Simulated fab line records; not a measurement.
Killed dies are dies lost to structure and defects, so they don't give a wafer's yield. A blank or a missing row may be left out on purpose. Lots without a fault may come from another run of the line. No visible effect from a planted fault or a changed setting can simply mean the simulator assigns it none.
Split-lot trial    flow berkeley_cmos170    23 wafers read from 5 lots, route of 331 steps

ABOUT THE SPLIT
At UCB170_PWELL_IMPLANT_15, the setting dose_cm2 was moved away from the recipe's 5e+12 on 10 of the 23 wafers read, by -6.7% to +2.2%. For the rest of the wafers, this setting stayed at what the recipe calls for.

SPLIT TO READING: what lies between them in the file, 1 step
- UCB170_PWELL_STRIP_16: strips in O2

THE READING
PWELL_TW, at UCB170_PWELL_TW_MEAS_17. Fault-free wafers of this fab line usually give 375.5, standard deviation 2.6.

wafer   tool, chamber at the split  dose_cm2 as run  against the recipe  PWELL_TW  against lot-mates on the recipe
L074.1  implanter-03, 0             4.667e+12        -6.7%               364.6     -8.8
L074.3  implanter-03, 0             5e+12            recipe              372.1     -
L074.4  implanter-03, 0             5e+12            recipe              373.4     -
L074.5  implanter-03, 0             5e+12            recipe              374.7     -
L074.6  implanter-03, 0             4.667e+12        -6.7%               367.0     -6.4
L076.1  implanter-02, 0             5e+12            recipe              373.9     -
L076.2  implanter-02, 0             5.108e+12        +2.2%               375.1     +1.3
L076.4  implanter-02, 0             5.108e+12        +2.2%               377.5     +3.7
L076.5  implanter-02, 0             5e+12            recipe              373.7     -
L076.6  implanter-02, 0             5.108e+12        +2.2%               378.1     +4.3
L077.1  implanter-02, 0             5e+12            recipe              375.0     -
L077.3  implanter-02, 0             5e+12            recipe              376.4     -
L077.4  implanter-02, 0             4.905e+12        -1.9%               372.6     -3.1
L077.5  implanter-02, 0             4.905e+12        -1.9%               374.4     -1.3
L077.6  implanter-02, 0             4.905e+12        -1.9%               373.3     -2.4
L080.1  implanter-04, 0             5e+12            recipe              371.8     -
L080.2  implanter-04, 0             4.794e+12        -4.1%               368.0     -4.4
L080.4  implanter-04, 0             4.794e+12        -4.1%               367.9     -4.5
L080.5  implanter-04, 0             5e+12            recipe              371.9     -
L080.6  implanter-04, 0             5e+12            recipe              373.4     -
L085.1  implanter-03, 0             5e+12            recipe              376.3     -
L085.4  implanter-03, 0             5e+12            recipe              374.7     -
L085.5  implanter-03, 0             5e+12            recipe              374.7     -

FIT RESULTS
A straight line over all 23 wafers: PWELL_TW changes by +1.26 for each +1% of dose_cm2; r = +0.90; the points scatter about the line by 1.5.
The same after taking each lot's own level away (the mean of its wafers on the recipe; 23 wafers): +1.17 for each +1%; r = +0.95; scatter 0.93.
According to that fit, moving dose_cm2 by its largest amount changes the reading by 7.8.
From 372.37 to 375.70: that is the span of the lots' own levels, equal to 1.3 times the standard deviation above.
Consequently the slope shifts little with the lot-to-lot level, the two slopes agreeing.
Check: for one of the wafers moved furthest among these (-6.7%), held out of the fit, the line's prediction against its lot-mates is -7.22. Against them it came out at -8.8.

THE OTHER SPLITS THESE WAFERS WENT THROUGH
Note: prior to the reading, these wafers also went through further splits. Each is held against what the fit with the lots' levels taken away leaves over:
other split on the same wafers         wafers away from the commonest value  r with PWELL_TW (lot level and that fit taken away)
UCB170_START_OXIDATION_02 ox_time_s    10                                    +0.07
UCB170_NWELL_CVD_04 sih2cl2_flow_sccm  10                                    +0.12
UCB170_NWELL_ETCH_13 time_s            8                                     -0.08
UCB170_PWELL_CVD_05 sih2cl2_flow_sccm  18                                    +0.09

THE FILE'S OWN FIT
PWELL_TW changes by +1.14 for each +1% of dose_cm2, r = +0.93.
